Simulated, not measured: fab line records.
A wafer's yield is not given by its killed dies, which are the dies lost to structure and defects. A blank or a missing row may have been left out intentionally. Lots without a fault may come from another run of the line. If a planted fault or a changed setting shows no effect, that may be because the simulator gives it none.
Comparing a struck lot with a sound one ; flow rit cmos ; 34 steps out of a route of 202
Sound: these wafers, L698.4, L698.5, L698.6. Wafers struck: L691.1, L691.5, L691.6. The cause comes at the end.
At each step with rows: each side's tool, then ch and its chambers, then its first start. Under that, the readings that differ: sound wafers ; struck wafers ; difference of the means ; sigmas: that difference in standard deviations of wafers without a fault.
alike: readings with means less than 2 such deviations apart, plus words and numbers identical on both sides. not compared: withheld readings, readings lacking a value on some wafer, bounds such as >300 that could conceal the same value, and numbers that have no deviation in the record and whose values overlap.
The two part at a step that has a row with sigmas, a row that says differs or no value, or rows on one side only. Non-overlapping numbers with no deviation appear without sigmas and do not part them. A reading missing from all wafers of one side parts the sides only when that side holds two or more wafers.

first, 4 steps without rows for these wafers: RIT_ACTIVE_CLEAN_15 (cleans in SC1, time 600 s); RIT_ACTIVE_CLEAN_16 (cleans in dHF, time 30 s); RIT_ACTIVE_CLEAN_17 (cleans in SC2, time 600 s); RIT_FOX1_OXIDATION_00 (target thk 350.7 nm, ox time 1130 s).
RIT_FOX1_THK_MEAS_01:
  sound: film metro-03 at day 4 21:34; struck: film metro-02 at day 3 10:23
  alike: FOX1_OXIDE_THK
then, 2 steps without rows for these wafers: RIT_FOX1_WET_ETCH_02 (etches SiO2 in BOE, target depth 350 nm, time 390 s); RIT_FOX2_OXIDATION_00 (target thk 350.7 nm, ox time 1130 s).
RIT_FOX2_THK_MEAS_01:
  sound: film metro-04 at day 4 23:04; struck: film metro-02 at day 3 11:53
  alike: FOX2_OXIDE_THK
then, 2 steps without rows for these wafers: RIT_FOX2_CLEAN_02 (cleans in dHF, time 180 s); RIT_FOX2_WET_ETCH_03 (etches Si3N4 in H3PO4, target depth 195 nm, time 2700 s).
RIT_FOX2_THK_MEAS_90:
  sound: film metro-01 at day 4 23:56; struck: film metro-02 at day 3 13:31
  alike: FIELD_OXIDE_LEFT_1_THK
then, 1 step without rows for these wafers: RIT_NWELL_HMDS_00 (prime time 60 s).
RIT_NWELL_COAT_01: resist thk 1300 nm.
  sound on litho track-02 ch 0, day 5 00:12; struck on litho track-03 ch 0, day 3 13:48
reading;sound;struck;difference;sigmas
dispense pressure kPa (kPa);46 46 46;59 59 59;+13;+3
model.NOVOLAK_of_NWELL_COAT_01.thk nm (nm);1305 1302 1304;260.3 260.9 260.5;-1043.1;
then, 4 steps without rows for these wafers: RIT_NWELL_SOFTBAKE_02 (time 60 s); RIT_NWELL_EXPOSE_03 (exposes mask M2, target cd 43900 nm); RIT_NWELL_PEB_04; RIT_NWELL_DEVELOP_05 (develop time 68 s).
RIT_NWELL_OVL_MEAS_06:
  sound: overlay-02 at day 5 00:52; struck: overlay-01 at day 3 14:32
  alike: NWELL_OVL
RIT_NWELL_HARDBAKE_07: time 120 s.
  sound on litho track-03 ch 0, day 5 01:01; struck on litho track-02 ch 0, day 3 14:34
reading;sound;struck;difference;sigmas
model.NOVOLAK_of_NWELL_COAT_01.thk nm (nm);1141 1139 1141;234.6 235 234.7;-905.6;
after that, 1 step had no rows for these wafers: RIT_NWELL_IMPLANT_08.
RIT_NWELL_STRIP_09: strips in O2, time 180 s.
  sound on plasma asher-01 ch 0,1, day 5 01:21; struck on plasma asher-04 ch 0,1, day 3 14:58
reading;sound;struck;difference;sigmas
drypump motor current A (A);5.6 5.6 5.0;6.2 6.3 6.1;+0.8;+3
  not compared: rf hours counter h
RIT_NWELL_TW_MEAS_10:
  sound: film metro-03 at day 5 01:29; struck: film metro-04 at day 3 15:08
  alike: NWELL_TW
then, 6 steps without rows for these wafers: RIT_PWELL_HMDS_00 (prime time 60 s); RIT_PWELL_COAT_01 (resist thk 1300 nm); RIT_PWELL_SOFTBAKE_02 (time 60 s); RIT_PWELL_EXPOSE_03 (exposes mask M3, target cd 43700 nm); RIT_PWELL_PEB_04; RIT_PWELL_DEVELOP_05 (develop time 68 s).
RIT_PWELL_OVL_MEAS_06:
  sound: overlay-02 at day 5 02:34; struck: overlay-02 at day 3 16:05
  alike: PWELL_OVL
then, 2 steps without rows for these wafers: RIT_PWELL_HARDBAKE_07 (time 120 s); RIT_PWELL_IMPLANT_08.
RIT_PWELL_STRIP_09: strips in O2, time 180 s.
  sound on plasma asher-04 ch 0,1, day 5 03:02; struck on plasma asher-03 ch 0,1, day 3 16:31
  alike: drypump motor current A
  not compared: rf hours counter h
RIT_PWELL_TW_MEAS_10:
  sound: film metro-04 at day 5 03:11; struck: film metro-03 at day 3 16:42
reading;sound;struck;difference;sigmas
PWELL_TW;937 937 936;2023 2031 2023;+1089;+99 or more
then, 1 step without rows for these wafers: RIT_WELLDRIVE_ANNEAL_00 (time 14700 s).

## WHERE THEY PART
At RIT_NWELL_COAT_01 first; at RIT_PWELL_TW_MEAS_10 last (within this record only).

WHY: whatever the simulator had introduced
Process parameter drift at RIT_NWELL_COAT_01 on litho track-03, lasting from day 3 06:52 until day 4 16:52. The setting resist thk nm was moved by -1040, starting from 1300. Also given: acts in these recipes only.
